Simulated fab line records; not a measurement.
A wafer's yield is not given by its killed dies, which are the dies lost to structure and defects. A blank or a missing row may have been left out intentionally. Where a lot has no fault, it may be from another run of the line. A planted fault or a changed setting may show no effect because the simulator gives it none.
Problem report, 8D (eight disciplines) form, completed by code :: flow berkeleyCmos170 :: the parts of the form that need people (team, actions taken, sign-off) are left out

== 1. PROBLEM STATEMENT ==
Mean of primeTempC at UCB170_M2_HMDS_04: 97.68 C across 6 wafers in 2 lots; on wafers with no fault it is 100.01 C (standard deviation 0.13). That puts it -18 standard deviations away from the usual mean.
The step: prime time 60 s.
First seen on wafer L795.1, day 11 08:02, on lithoTrack-04. At this step, 36 wafers from 12 lots have a number in the record. Rule for "out" (also "out of limits"): further than 4 standard deviations from the usual mean. The rest of the wafers with a number are treated as sound.

== 2. WHAT IT IS, AND WHAT IT ISN'T ==
question: which readings at this step
is: primeTempC
is not: -

question: which lots
is: L794, L795
is not: L784, L785, L788, L796, L798, L799, L802, L803, L805, L806

question: which wafers of those lots
is: all that have a number
is not: -

question: read on which tools
is: lithoTrack-04
is not: lithoTrack-01, lithoTrack-02

question: when
is: from day 11 08:02
is not: up to then (9 sound wafers); but 21 sound wafers of L796, L798, L799, L802, L803, L805, L806 came after

== 3. THE SUSPECTS, EACH WITH WHAT RULES IT OUT ==
Counting: any tool at a process step up to the reading is kept as a suspect provided that every lot that is out went through it and no sound lot did after the first of them.
- lithoTrack-04 at UCB170_M2_HMDS_04 (prime time 60 s): kept. Every lot that is out went through it, starting with L795 (day 11 08:02), and after that it ran no sound lot; the last sound lot it ran before then is L784 (day 8 12:14). Out on those wafers are its own readings of primeTempC.
Remaining after the count: lithoTrack-04 at UCB170_M2_HMDS_04.

== 4. THE CAUSE (what the simulator had put in) ==
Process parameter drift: lithoTrack-04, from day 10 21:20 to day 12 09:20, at UCB170_M2_HMDS_04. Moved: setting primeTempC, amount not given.
Counting left only this tool.

== 5. THE CHAIN OF EFFECTS, in route order ==
Each row: a reading whose mean over the struck wafers that have a number lies more than 3 standard deviations from the usual. Only readings whose record carries a usual standard deviation are examined. hours: median over the lots of the time between each lot's start at the first step of this table that gives one and its start at this step. sigmas: the change, counted in usual standard deviations.
hours: 0
step: UCB170_M2_HMDS_04
reading: primeTempC
usual: 100.01 C
on struck wafers: 97.68
change: -2.33
sigmas: -18
It contains these process steps:
- UCB170_M2_HMDS_04: prime time 60 s.

== 6. WHAT WOULD HAVE CAUGHT IT SOONER ==
11 hours passed between the start of the fault at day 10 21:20 and the first reading out of limits in this record, taken at day 11 08:02.
